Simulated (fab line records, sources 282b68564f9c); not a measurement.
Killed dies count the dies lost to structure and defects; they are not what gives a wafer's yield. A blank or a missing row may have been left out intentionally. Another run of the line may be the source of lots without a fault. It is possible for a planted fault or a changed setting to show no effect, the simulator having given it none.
fab line records | flow rit_cmos
record: lots: 6 wafers: 18 last_day: 7
route steps=202 shown ACTIVE@1 M1@202
lots with no fault: from the same line, run without faults
start_h: hours from the record's opening day to when the first of the lot's shown wafers began | wait_h: hours since the lot's step before | " identical to the entry in the row above | L1.1+2: a row that stands for several wafers | - value missing, or start not given | * or withheld: withheld | < > ~ a bound
route shown NAME@n: names a module that has steps shown in the file, with the first one's number in the route | usual: mean/standard deviation taken from wafers without a fault | same: alike in all rows | chamber/n: place in a boat | sites: per-site readings | _std_site: the standard deviation of these | _edge_site: the outer-site mean with the inner-site mean subtracted | radius_mm: for every site, how far away it sits from the centre of the wafer | mask NAME#n: copy n | behind: the last tool/chamber to shape the wafer | hold: what put the lot on hold/how long, in hours/how the hold closed | device: the transistor (n, p or np) that didn't switch | end of line: the route-end tests of the same wafers | a step without rows: its recipe alone | killed: at the first sort, the dies lost to defects and structure; wafer yield is something else | map: dies across one wafer; x = killed, . = not, _ = none there
set.NAME: setting as actually run; set.NAME@STEP: the setting as run at that earlier step | model.NAME: the simulator's own value behind a step, which no gauge read
a table for each step, a row for each wafer; lots at some steps of the route
services: from which hour (start_h, from the record's first day; less than 0 if before it) a tool's chamber was out of use, for how many hours, and why
== steps ==
step: RIT_ACTIVE_BOW_MEAS_00
recipe: mode: bow
usual: INCOMING_BOW: 0/6.9
columns lot.wafer tool chamber start_h wait_h INCOMING_BOW[um]
L745.2 film_metro-01 - 25.02 - 17
L745.4 " - " " -15
L745.6 " - " " 0
L748.1 film_metro-03 - 40.00 - 6
L748.2 " - " " -8
L748.3 " - " " 6
L749.3 film_metro-03 - 45.04 - -4
L749.4 " - " " 0
L749.6 " - " " 19
L755.2 film_metro-04 - 75.02 - -15
L755.3 " - " " 1
L755.6 " - " " 7
L759.1 film_metro-01 - 95.00 - 10
L759.3 " - " " 1
L759.5 " - " " 6
L762.1 film_metro-03 - 110.00 - -6
L762.3 " - " " -1
L762.6 " - " " 2
step: RIT_ACTIVE_OXIDATION_01
recipe: temp_c: 1000 ambient: O2 target_thk_a: 468 ox_time_s: 3360
step: RIT_ACTIVE_THK_MEAS_02
recipe: reads: SiO2_of_ACTIVE_OXIDATION_01
usual: ACTIVE_OXIDE_THK: 46.3/0.83
columns lot.wafer tool chamber start_h wait_h ACTIVE_OXIDE_THK[nm]
L745.2 film_metro-03 - 27.06 0.0 46.5
L745.4 " - " " 44.8
L745.6 " - " " 46.1
L748.1 film_metro-01 - 42.05 0.0 47.2
L748.2 " - " " 46.5
L748.3 " - " " 46.5
L749.3 film_metro-01 - 47.07 0.0 46.3
L749.4 " - " " 46.7
L749.6 " - " " 46.3
L755.2 film_metro-03 - 77.06 0.0 47.3
L755.3 " - " " 46.4
L755.6 " - " " 46.1
L759.1 film_metro-01 - 97.05 0.0 47.2
L759.3 " - " " 47.6
L759.5 " - " " 47.4
L762.1 film_metro-03 - 112.05 0.0 45.2
L762.3 " - " " 44.7
L762.6 " - " " 45.2
step: RIT_ACTIVE_CVD_03
recipe: material: Si3N4 target_thk_nm: 150 temp_c: 810 precursor: SiH2Cl2/NH3 time_s: 1500 pressure_mtorr: 300 sih2cl2_flow_sccm: 60 nh3_flow_sccm: 150
usual: nh3_flow_sccm: 150.1/0.41 pressure_mtorr: 300.0/0.51 spike_tc_source_C: 835/3.7 susceptor_temp_C: 810.1/0.34 zone_power_load_pct: 20.4/1
columns lot.wafer tool chamber start_h wait_h nh3_flow_sccm pressure_mtorr spike_tc_source_C susceptor_temp_C zone_power_load_pct
L745.2 lpcvd-01 0 27.11 0.0 150.2 299.6 838 810.1 20.7
L745.4 " 0 " " 150.0 300.2 839 809.8 20.4
L745.6 " 0 " " 150.3 300.3 839 810.0 20.7
L748.1 lpcvd-01 0 42.11 0.1 - - - - -
L748.2 " 0 " " - - - - -
L748.3 " 0 " " - - - - -
L749.3 lpcvd-02 0 47.11 0.0 - - - - -
L749.4 " 0 " " - - - - -
L749.6 " 0 " " - - - - -
L755.2 lpcvd-02 1 77.11 0.0 150.5 299.5 833 809.8 19.8
L755.3 " 1 " " 150.0 300.2 834 810.0 20.0
L755.6 " 1 " " 150.1 300.2 834 810.3 20.0
L759.1 lpcvd-02 0 97.11 0.1 149.7 300.3 833 809.6 18.8
L759.3 " 0 " " 150.2 299.5 834 810.2 19.4
L759.5 " 0 " " 150.2 299.2 834 810.5 19.1
L762.1 lpcvd-01 0 112.11 0.1 150.1 300.3 839 810.3 20.7
L762.3 " 0 " " 149.8 299.7 838 810.3 20.6
L762.6 " 0 " " 150.3 299.5 839 809.7 20.6
step: RIT_ACTIVE_HMDS_05
recipe: prime_time_s: 60 prime_temp_c: 140
step: RIT_ACTIVE_COAT_06
recipe: resist: NOVOLAK spin_rpm: 3250 resist_thk_nm: 1000
step: RIT_ACTIVE_SOFTBAKE_07
recipe: resist: NOVOLAK temp_c: 90 time_s: 60
step: RIT_ACTIVE_EXPOSE_08
recipe: mask_id: M1 na: 0.6 source_shape: conventional sigma_outer: 0.6 target_cd_nm: 1400 dose_mj: 225
step: RIT_ACTIVE_PEB_09
recipe: resist: NOVOLAK temp_c: withheld time_s: withheld
step: RIT_ACTIVE_DEVELOP_10
recipe: resist: NOVOLAK develop_time_s: 50 dev_temp_c: 23
step: RIT_ACTIVE_CD_MEAS_11
recipe: target_cd_nm: 1400
usual: cd_nm: 1400.1/1.9
columns lot.wafer tool chamber start_h wait_h cd_nm
L745.2 cd_sem-01 - 29.58 - 1397.9
L745.4 " - " " 1398.6
L745.6 " - " " 1398.0
L748.1 cd_sem-02 - 44.44 - 1400.2
L748.2 " - " " 1400.5
L748.3 " - " " 1401.7
L749.3 cd_sem-02 - 50.31 - 1398.6
L749.4 " - " " 1398.3
L749.6 " - " " 1399.7
L755.2 cd_sem-02 - 80.17 - 1400.1
L755.3 " - " " 1397.0
L755.6 " - " " 1399.9
L759.1 cd_sem-01 - 100.27 - 1400.5
L759.3 " - " " 1401.0
L759.5 " - " " 1400.7
L762.1 cd_sem-01 - 114.44 - 1398.9
L762.3 " - " " 1395.1
L762.6 " - " " 1398.4
step: RIT_ACTIVE_HARDBAKE_12
recipe: resist: NOVOLAK temp_c: 140 time_s: 60
step: RIT_ACTIVE_ETCH_13
recipe: stop_on: SiO2 chemistry: SF6 target: Si3N4 time_s: 210 over_etch_frac: 0.4 SF6_flow_sccm: 200 pressure_mtorr: 260 rf_w: 125 target_depth_a: 2100
usual: SF6_flow_sccm: 200.0/0.58 drypump_motor_current_A: 5.8/0.47 oes_product_au: 0.824/0.0099 throttle_valve_pct: 7.47/0.14
columns lot.wafer tool chamber start_h wait_h SF6_flow_sccm drypump_motor_current_A oes_product_au rf_hours_counter_h throttle_valve_pct model.ACTIVE.feature_depth_nm model.etch.depth_nm
L745.2 rie_diel-02 1 29.83 0.1 201.0 5.8 0.827 2 7.50 149.7 149.3
L745.4 " 3 " " 198.9 5.7 0.830 2 7.25 150.2 150.1
L745.6 " 2 " " 199.4 6.6 0.828 - 7.34 149 149
L748.1 rie_diel-02 3 44.71 0.1 201.0 5.7 0.829 2 7.26 150.1 150
L748.2 " 2 " " 199.4 6.6 0.845 123 7.32 150 150
L748.3 " 1 " " 199.1 5.8 0.826 2 7.51 150.4 150
L749.3 rie_diel-04 3 50.54 0.1 200.1 6.5 0.830 120 7.49 150.2 150
L749.4 " 0 " " 199.8 5.2 0.820 25 7.60 150 150
L749.6 " 1 " " 200.8 6.0 0.819 - 7.38 150 150
L755.2 rie_diel-04 1 80.42 0.1 199.7 6.0 0.816 22 7.37 149.6 149.6
L755.3 " 3 " " 200.5 6.5 0.828 121 7.48 149.7 149.5
L755.6 " 0 " " 200.3 5.3 0.822 - 7.61 150.3 150.3
L759.1 rie_diel-03 0 100.54 0.1 200.4 5.8 0.811 104 7.58 148.3 148.3
L759.3 " 1 " " 199.8 6.3 0.822 76 7.52 149 149
L759.5 " 1 " " 200.3 6.3 0.823 - 7.51 149.1 149.1
L762.1 rie_diel-03 1 114.71 0.1 200.2 6.3 0.819 76 7.50 150.1 150.1
L762.3 " 0 " " 200.5 5.8 0.820 104 7.56 150.2 150.2
L762.6 " 0 " " 200.5 5.8 0.826 - 7.55 150.4 150.4
step: RIT_ACTIVE_STRIP_14
recipe: chemistry: O2 time_s: 180 resist: NOVOLAK platen_temp_c: withheld power_w: 500 pressure_mtorr: 4000 o2_flow_sccm: 4000
usual: drypump_motor_current_A: 5.8/0.48 o2_flow_sccm: 4000/10
columns lot.wafer tool chamber start_h wait_h drypump_motor_current_A o2_flow_sccm rf_hours_counter_h
L745.2 plasma_asher-02 1 29.97 0.1 5.1 3994 22
L745.4 " 1 " " 5.1 4005 -
L745.6 " 1 " " 5.1 4022 -
L748.1 plasma_asher-03 0 44.84 0.1 5.2 3988 41
L748.2 " 1 " " 6.1 4002 41
L748.3 " 1 " " 6.1 4016 -
L749.3 plasma_asher-03 0 50.73 0.1 5.2 4008 -
L749.4 " 1 " " 6.1 4005 -
L749.6 " 0 " " 5.1 3997 -
L755.2 plasma_asher-02 1 80.55 0.1 5.1 4000 27
L755.3 " 1 " " 5.1 4005 -
L755.6 " 0 " " 6.1 3978 -
L759.1 plasma_asher-04 0 100.68 0.1 5.8 3998 46
L759.3 " 1 " " 6.3 4012 -
L759.5 " 0 " " 5.9 4001 -
L762.1 plasma_asher-02 1 114.84 0.1 5.1 4015 31
L762.3 " 0 " " 6.1 4020 -
L762.6 " 1 " " 5.1 4001 -
step: RIT_ACTIVE_CD_MEAS_90
recipe: target_cd_nm: 1400
usual: cd_nm: 1400.1/1.9
columns lot.wafer tool chamber start_h wait_h cd_nm
L745.2 cd_sem-02 - 30.16 0.1 1397.4
L745.4 " - " " 1398.9
L745.6 " - " " 1398.0
L748.1 cd_sem-01 - 45.02 0.1 -
L748.2 " - " " -
L748.3 " - " " -
L749.3 cd_sem-01 - 50.89 0.1 -
L749.4 " - " " -
L749.6 " - " " -
L755.2 cd_sem-02 - 80.75 0.1 1399.9
L755.3 " - " " 1397.2
L755.6 " - " " 1399.9
L759.1 cd_sem-01 - 100.85 0.1 1400.4
L759.3 " - " " 1401.4
L759.5 " - " " 1400.7
L762.1 cd_sem-02 - 115.02 0.1 1399.0
L762.3 " - " " 1395.5
L762.6 " - " " 1398.6
step: RIT_ACTIVE_CLEAN_15
recipe: chemistry: SC1 mix: 3:3:50 time_s: 600 temp_c: 75
step: RIT_M1_PROBE_99
usual: killed_at_front_end: 7/3 killed_dies: 7/3.1 killed_on_rim: 1.9/1.5 killed_open: 3.3/2.1 killed_short: 3.3/2
same: gross_dies: 264 killed_at_M0_to_M3: 0 killed_at_M4_up: 0 killed_at_back_side: 0 killed_at_contacts: 0 killed_at_other: 0
columns lot.wafer tool chamber start_h wait_h killed_at_front_end killed_dies killed_on_rim killed_open killed_short
L745.2 prober-01 - 74.34 0.1 7 7 1 4 3
L745.4 prober-01 - 74.44 0.2 7 7 1 4 3
L745.6 prober-01 - 74.54 0.2 7 7 4 3 4
L748.1 prober-02 - 92.31 0.1 264 264 70 1 0
L748.2 prober-02 - 92.36 0.1 264 264 70 2 1
L748.3 prober-02 - 92.41 0.2 264 264 70 0 1
L749.3 prober-01 - 95.22 0.2 264 264 70 1 1
L749.4 prober-01 - 95.27 0.2 264 264 70 0 0
L749.6 prober-01 - 95.37 0.2 264 264 70 1 1
L755.2 prober-01 - 134.02 0.1 5 5 0 3 2
L755.3 prober-01 - 134.07 0.2 9 9 4 2 7
L755.6 prober-01 - 134.22 0.2 6 6 2 5 1
L759.1 prober-01 - 148.64 0.1 3 3 0 2 1
L759.3 prober-01 - 148.74 0.2 4 4 1 2 2
L759.5 prober-01 - 148.84 0.2 6 6 0 4 2
L762.1 prober-02 - 165.05 0.1 7 7 3 3 4
L762.3 prober-02 - 165.15 0.2 5 5 0 2 3
L762.6 prober-02 - 165.30 0.2 2 2 1 1 1
killed by level:class
L745.2 GATE:geometric_particle:short=3 GATE:geometric_particle:open=2 ACTIVE:geometric_particle:open=1 FOX2:geometric_particle:open=1
L745.4 GATE:geometric_particle:short=2 GATE:geometric_particle:open=2 FOX1:geometric_particle:open=1 FOX1:geometric_particle:short=1 SPACER:geometric_particle:open=1
L745.6 REOX:geometric_particle:short=2 SPACER:geometric_particle:open=2 SPACER:geometric_particle:short=2 FOX1:geometric_particle:open=1
L748.1 ACTIVE:lost_pattern=261 GATE:geometric_particle:open=1 NWELL:area_expose=1 ACTIVE:area_cvd=1
L748.2 ACTIVE:lost_pattern=259 FOX2:geometric_particle:open=1 GATE:geometric_particle:open=1 GATE:geometric_particle:short=1 PRETRO:area_expose=1 PWELL:area_expose=1
L748.3 ACTIVE:lost_pattern=261 SILICIDE:geometric_particle:short=1 NLDD:area_expose=1 ACTIVE:area_cvd=1
L749.3 ACTIVE:lost_pattern=261 FOX1:geometric_particle:open=1 FOX1:geometric_particle:short=1 ACTIVE:area_etch=1
L749.4 ACTIVE:lost_pattern=262 PLDD:area_expose=1 NSD:area_expose=1
L749.6 ACTIVE:lost_pattern=260 GATE:geometric_particle:open=1 SPACER:geometric_particle:short=1 ACTIVE:area_etch=1 NRETRO:area_expose=1
L755.2 FOX1:geometric_particle:short=1 FOX2:geometric_particle:open=1 GATE:geometric_particle:short=1 GATE:geometric_particle:open=1 SPACER:geometric_particle:open=1
L755.3 GATE:geometric_particle:short=3 FOX2:geometric_particle:short=2 REOX:geometric_particle:open=2 FOX1:geometric_particle:short=1 SILICIDE:geometric_particle:short=1
L755.6 REOX:geometric_particle:open=3 FOX1:geometric_particle:open=1 FOX2:geometric_particle:short=1 FOX2:geometric_particle:open=1
L759.1 FOX1:geometric_particle:open=1 SPACER:geometric_particle:open=1 SILICIDE:geometric_particle:short=1
L759.3 GATE:geometric_particle:open=2 REOX:geometric_particle:short=1 SILICIDE:geometric_particle:short=1
L759.5 SPACER:geometric_particle:open=2 FOX1:geometric_particle:open=1 FOX2:geometric_particle:short=1 GATE:geometric_particle:open=1 GATE:geometric_particle:short=1
L762.1 REOX:geometric_particle:short=3 GATE:geometric_particle:open=2 GATE:geometric_particle:short=1 REOX:geometric_particle:open=1
L762.3 REOX:geometric_particle:short=2 FOX1:geometric_particle:open=1 FOX2:geometric_particle:open=1 GATE:geometric_particle:short=1
L762.6 GATE:geometric_particle:short=1 GATE:geometric_particle:open=1
map L748.1 (x killed, . not)
________xxxxxxx_______
_____xxxxxxxxxxxxx____
____xxxxxxxxxxxxxxx___
___xxxxxxxxxxxxxxxxx__
__xxxxxxxxxxxxxxxxxxx_
__xxxxxxxxxxxxxxxxxxx_
_xxxxxxxxxxxxxxxxxxxxx
_xxxxxxxxxxxxxxxxxxxxx
_xxxxxxxxxxxxxxxxxxxxx
_xxxxxxxxxxxxxxxxxxxxx
__xxxxxxxxxxxxxxxxxxx_
__xxxxxxxxxxxxxxxxxxx_
___xxxxxxxxxxxxxxxxx__
____xxxxxxxxxxxxxxx___
_____xxxxxxxxxxxxx____
________xxxxxxx_______
map L749.3 (x killed, . not)
________xxxxxxx_______
_____xxxxxxxxxxxxx____
____xxxxxxxxxxxxxxx___
___xxxxxxxxxxxxxxxxx__
__xxxxxxxxxxxxxxxxxxx_
__xxxxxxxxxxxxxxxxxxx_
_xxxxxxxxxxxxxxxxxxxxx
_xxxxxxxxxxxxxxxxxxxxx
_xxxxxxxxxxxxxxxxxxxxx
_xxxxxxxxxxxxxxxxxxxxx
__xxxxxxxxxxxxxxxxxxx_
__xxxxxxxxxxxxxxxxxxx_
___xxxxxxxxxxxxxxxxx__
____xxxxxxxxxxxxxxx___
_____xxxxxxxxxxxxx____
________xxxxxxx_______
== services ==
columns tool chamber start_h hours kind
rie_diel-02 2 3.53 7.2 repair
rie_diel-03 0 10.58 2.5 repair
plasma_asher-02 - 25.15 1.0 repair
rie_diel-03 - 43.61 0.3 repair
rie_diel-04 - 44.32 1.1 repair
rie_diel-03 2 51.61 5.6 repair
plasma_asher-04 - 71.89 1.8 repair
rie_diel-04 1 72.82 5.1 repair
rie_diel-03 3 79.51 4.0 repair
plasma_asher-03 - 86.78 4.0 pm
rie_diel-02 - 94.44 2.3 repair
rie_diel-03 - 102.42 0.3 repair
plasma_asher-04 - 108.75 9.0 pm
plasma_asher-04 0 108.75 9.0 vent_cycle
plasma_asher-04 1 108.75 9.0 vent_cycle
== key ==
first_sign: step: RIT_ACTIVE_CVD_03 reading: tool_record direction: missing
effect: step: RIT_ACTIVE_CD_MEAS_90 reading: cd_nm direction: missing
effect: step: RIT_M1_PROBE_99 reading: killed_at_front_end direction: up sigmas: 86 usual: 7 struck: 264
model_effect: step: RIT_ACTIVE_ETCH_13 value: ACTIVE.feature_depth_nm without: 151 struck: 150.1
met_at RIT_ACTIVE_CVD_03
struck_wafers L748.1,L748.2,L748.3,L749.3,L749.4,L749.6
later_rows_left_out L748.1,L748.2,L748.3,L749.3,L749.4,L749.6
tester_left_out L748,L749
onset_between 27.11 42.11
fault: kind: skipped_step_whole tool: lpcvd-01,lpcvd-02 chamber: - onset_h: 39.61 steps: RIT_ACTIVE_CVD_03 scope: struck_lots_only
tester_left_out: of these lots the tester's yield and bins aren't shown, on N5 and GAA mostly nor the transistor test; their killed dies are dies lost to structure and defects alone, not to doping, threshold or leakage, so they don't give the yield
later_rows_left_out: the simulator's readings of these wafers behind a module that went badly wrong aren't trusted and aren't shown, but for the sort
